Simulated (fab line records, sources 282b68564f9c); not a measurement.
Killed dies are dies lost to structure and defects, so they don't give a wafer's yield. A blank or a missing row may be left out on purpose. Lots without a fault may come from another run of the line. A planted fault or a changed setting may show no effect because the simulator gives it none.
Which tool did it? | flow rit_cmos | 13 lots, 39 wafers sampled, at 2 steps of a route of 202

WHAT THE GAUGES READ, wafer by wafer
RIT_PLDD_TW_MEAS_10.
lot  | measured    | on            | PLDD_TW
L177 | day 3 01:41 | film_metro-02 | 2379 2388 2393
L178 | day 3 10:29 | film_metro-02 | 2383 2385 2383
L179 | day 3 12:11 | film_metro-02 | 2389 2371 2377
L180 | day 3 19:34 | film_metro-03 | 2323 2320 2336
L181 | day 3 21:17 | film_metro-03 | 2329 2326 2319
L182 | day 4 02:07 | film_metro-02 | 2393 2395 2398
L183 | day 4 05:45 | film_metro-02 | 2386 2395 2398
L184 | day 4 12:18 | film_metro-04 | 2328 2328 2325
L185 | day 4 16:41 | film_metro-02 | 2402 2416 2403
L186 | day 4 21:53 | film_metro-03 | 2318 2318 2321
L190 | day 5 17:41 | film_metro-03 | 30 30 30
L198 | day 7 10:22 | film_metro-04 | 2327 2327 2318
L199 | day 7 13:37 | film_metro-04 | 2323 2338 2340

WHICH TOOL RAN EACH LOT (tool, then ch and the chambers of the sampled wafers, then the start)
lot  | RIT_NLDD_STRIP_09
L177 | plasma_asher-03 ch 0,1, day 2 23:57
L178 | plasma_asher-02 ch 0,1, day 3 08:53
L179 | plasma_asher-01 ch 0,1, day 3 10:38
L180 | plasma_asher-03 ch 0,1, day 3 17:58
L181 | plasma_asher-01 ch 0,1, day 3 19:35
L182 | plasma_asher-02 ch 0,1, day 4 00:23
L183 | plasma_asher-02 ch 0,1, day 4 04:10
L184 | plasma_asher-01 ch 0, day 4 10:42
L185 | plasma_asher-01 ch 0,1, day 4 14:58
L186 | plasma_asher-02 ch 0,1, day 4 20:17
L190 | plasma_asher-03 ch 1, day 5 15:57
L198 | plasma_asher-01 ch 0,1, day 7 08:38
L199 | plasma_asher-02 ch 0,1, day 7 11:54
- RIT_NLDD_STRIP_09: strips in O2, time 180 s.

WHAT THE TOOLS THEMSELVES READ (means of the sampled wafers that have a number; where no wafer has one, the mark that the record gives instead)
RIT_NLDD_STRIP_09.
lot  | tool            | drypump_motor_current_A (A) | o2_flow_sccm (sccm) | run_length_s (s)
L177 | plasma_asher-03 | 5.7                         | 3999                | 208.0
L178 | plasma_asher-02 | 5.4                         | 3997                | 208.5
L179 | plasma_asher-01 | 5.7                         | 4014                | 208.6
L180 | plasma_asher-03 | 5.7                         | 3994                | 207.9
L181 | plasma_asher-01 | 5.9                         | 4000                | 208.4
L182 | plasma_asher-02 | 5.6                         | 3996                | 208.7
L183 | plasma_asher-02 | 5.6                         | 3998                | 208.4
L184 | plasma_asher-01 | 5.4                         | 3992                | 208.3
L185 | plasma_asher-01 | 5.9                         | 3986                | 208.4
L186 | plasma_asher-02 | 5.5                         | 4006                | 208.6
L190 | plasma_asher-03 | 5.4                         | 4003                | 72.2
L198 | plasma_asher-01 | 5.7                         | 4005                | 208.5
L199 | plasma_asher-02 | 5.4                         | 4002                | 208.9

THE ANSWER, worked out from the rows above alone
Rule: what is usual is taken from the lots themselves. Put in order of their means at a reading, lots are off if they are a third of the lots or fewer, leave a main group of 4 or more, and stand apart from it by a gap of 3 or more times the standard deviation of the main group's means; of several such gaps the widest counts. A main group whose means are all the same, to the digits that the tables above print for the reading, isn't used. A lot without any number at a reading at which 4 lots or more have one is off too. The other lots that the step has rows for count as sound. The gauges are gone through in route order, then the tools' own readings, and for those a lot's mean is taken as printed above. The first step at which some lot is off is used, and at that step the reading that is off furthest; a lot without a number counts as furthest.
Off: L190, at RIT_PLDD_TW_MEAS_10 (PLDD_TW). The main group: mean 2358, standard deviation 33.
A tool fits if, at a process step before that reading, it ran every lot that is off, and no sound lot after the first of them. The gauges at RIT_PLDD_TW_MEAS_10 aren't tried: what is off there is off at RIT_NLDD_STRIP_09 too, on other tools, and a gauge's error can't cause that. One fits: plasma_asher-03 at RIT_NLDD_STRIP_09. Its last sound lot is L180 (day 3 17:58), its first lot that is off L190 (day 5 15:57): a fault that began between those two fits.
The tool's own readings at RIT_NLDD_STRIP_09 bear it out: on the lots that are off they differ by more than 5 times the standard deviation of the sound lots' means. run_length_s reads 72.2 s there against 208.4 s on the sound lots.

WHAT THE SIMULATOR HAD PUT IN
Strip aborted: plasma_asher-03, from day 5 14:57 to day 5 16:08, at RIT_NLDD_STRIP_09. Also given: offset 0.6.
Lots struck among those shown: L190. The rule above found the same.
